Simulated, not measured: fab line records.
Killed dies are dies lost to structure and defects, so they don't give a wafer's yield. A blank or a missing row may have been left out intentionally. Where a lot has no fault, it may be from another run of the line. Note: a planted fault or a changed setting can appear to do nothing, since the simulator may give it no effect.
Split-lot trial -- flow berkeley cmos170 -- 23 wafers read across 5 lots, on a route 331 steps long

== ON THE SPLIT ==
At UCB170_PFIELD_COAT_01 (resist thk 900 nm), the setting spin rpm was moved away from the recipe's 1500 rpm on 5 of the 23 wafers read, by -2.4% to +4.9%. This setting was run at the recipe's value on the other wafers.

Reading taken at the split's own step.

== THE READING ==
KrF_of_PFIELD_COAT_01.thk nm (the simulator's own value, which no gauge read), in nm, at UCB170_PFIELD_COAT_01 (resist thk 900 nm). There is no usual value for it anywhere in the file. Here, 18 wafers ran the recipe; their average is 902.8 nm with a standard deviation of 2.8 nm.

wafer,"tool, chamber at the split","spin rpm as run, rpm",against the recipe,"KrF_of_PFIELD_COAT_01.thk nm, nm",against lot-mates on the recipe
L074.1,"litho track-03, 0",1500,recipe,903,-
L074.2,"litho track-03, 0",1500,recipe,904.5,-
L074.3,"litho track-03, 0",1500,recipe,902.9,-
L074.4,"litho track-03, 0",1500,recipe,904.6,-
L074.6,"litho track-03, 0",1500,recipe,901.2,-
L077.2,"litho track-03, 0",1500,recipe,906.8,-
L077.4,"litho track-03, 0",1500,recipe,906.7,-
L077.6,"litho track-03, 0",1500,recipe,909.7,-
L078.1,"litho track-01, 0",1500,recipe,903,-
L078.2,"litho track-01, 0",1574,+4.9%,884,-17.9
L078.4,"litho track-01, 0",1574,+4.9%,882,-19.9
L078.5,"litho track-01, 0",1500,recipe,901.4,-
L078.6,"litho track-01, 0",1500,recipe,901.2,-
L082.1,"litho track-03, 0",1500,recipe,898.9,-
L082.2,"litho track-03, 0",1500,recipe,899.8,-
L082.4,"litho track-03, 0",1500,recipe,903.2,-
L082.5,"litho track-03, 0",1500,recipe,901.6,-
L082.6,"litho track-03, 0",1500,recipe,902.2,-
L083.1,"litho track-03, 0",1464,-2.4%,910.2,+10.7
L083.2,"litho track-03, 0",1464,-2.4%,908.4,+8.9
L083.4,"litho track-03, 0",1464,-2.4%,910.8,+11.3
L083.5,"litho track-03, 0",1500,recipe,899.8,-
L083.6,"litho track-03, 0",1500,recipe,899.2,-

THE FIT
A straight line over all 23 wafers: KrF_of_PFIELD_COAT_01.thk nm changes by -3.71 nm for each +1% of spin rpm; r = -0.92; the points scatter about the line by 2.7 nm.
The same after taking each lot's own level away (the mean of its wafers on the recipe; 23 wafers): -3.95 nm for each +1%; r = -0.98; scatter 1.3 nm.
That fit puts the effect of the largest move of spin rpm on the reading at 20 nm.
Across the lots, their own levels run from 899.50 to 907.73 nm, a range of 2.9 times the standard deviation given above.
Consequently the slope shifts little with the lot-to-lot level, the two slopes agreeing.
Check: with one of the wafers moved furthest among these (+4.9%) left out of the fit, the line predicts -20.3 nm for it against its lot-mates. It came out at -17.9 nm against them.

== FURTHER SPLITS ON THESE WAFERS ==
These wafers also went through other splits before the reading. Each is held against what the fit with the lots' levels taken away leaves over:
other split on the same wafers,wafers away from the commonest value,r with KrF_of_PFIELD_COAT_01.thk nm (lot level and that fit taken away)
UCB170_ACTIVE_CVD_05 nh3 flow sccm,18,-0.01
UCB170_ACTIVE_STRIP_16 power w,9,-0.12

== THE WHOLE CHAIN: every reading that the file lists as answering this split, in the file's order ==
step,what it does,reading,change (the file's fit),r (the file's)
UCB170_PFIELD_COAT_01,resist thk 900 nm,"KrF_of_PFIELD_COAT_01.thk nm (the simulator's own value, which no gauge read)",-3.91 nm for each +1% of the setting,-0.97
UCB170_PFIELD_STRIP_08,strips in O2,strip time to endpoint s,withheld for each +1% of the setting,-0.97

== FILE'S OWN FIT ==
KrF_of_PFIELD_COAT_01.thk nm changes by -3.91 nm for each +1% of spin rpm, r = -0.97.
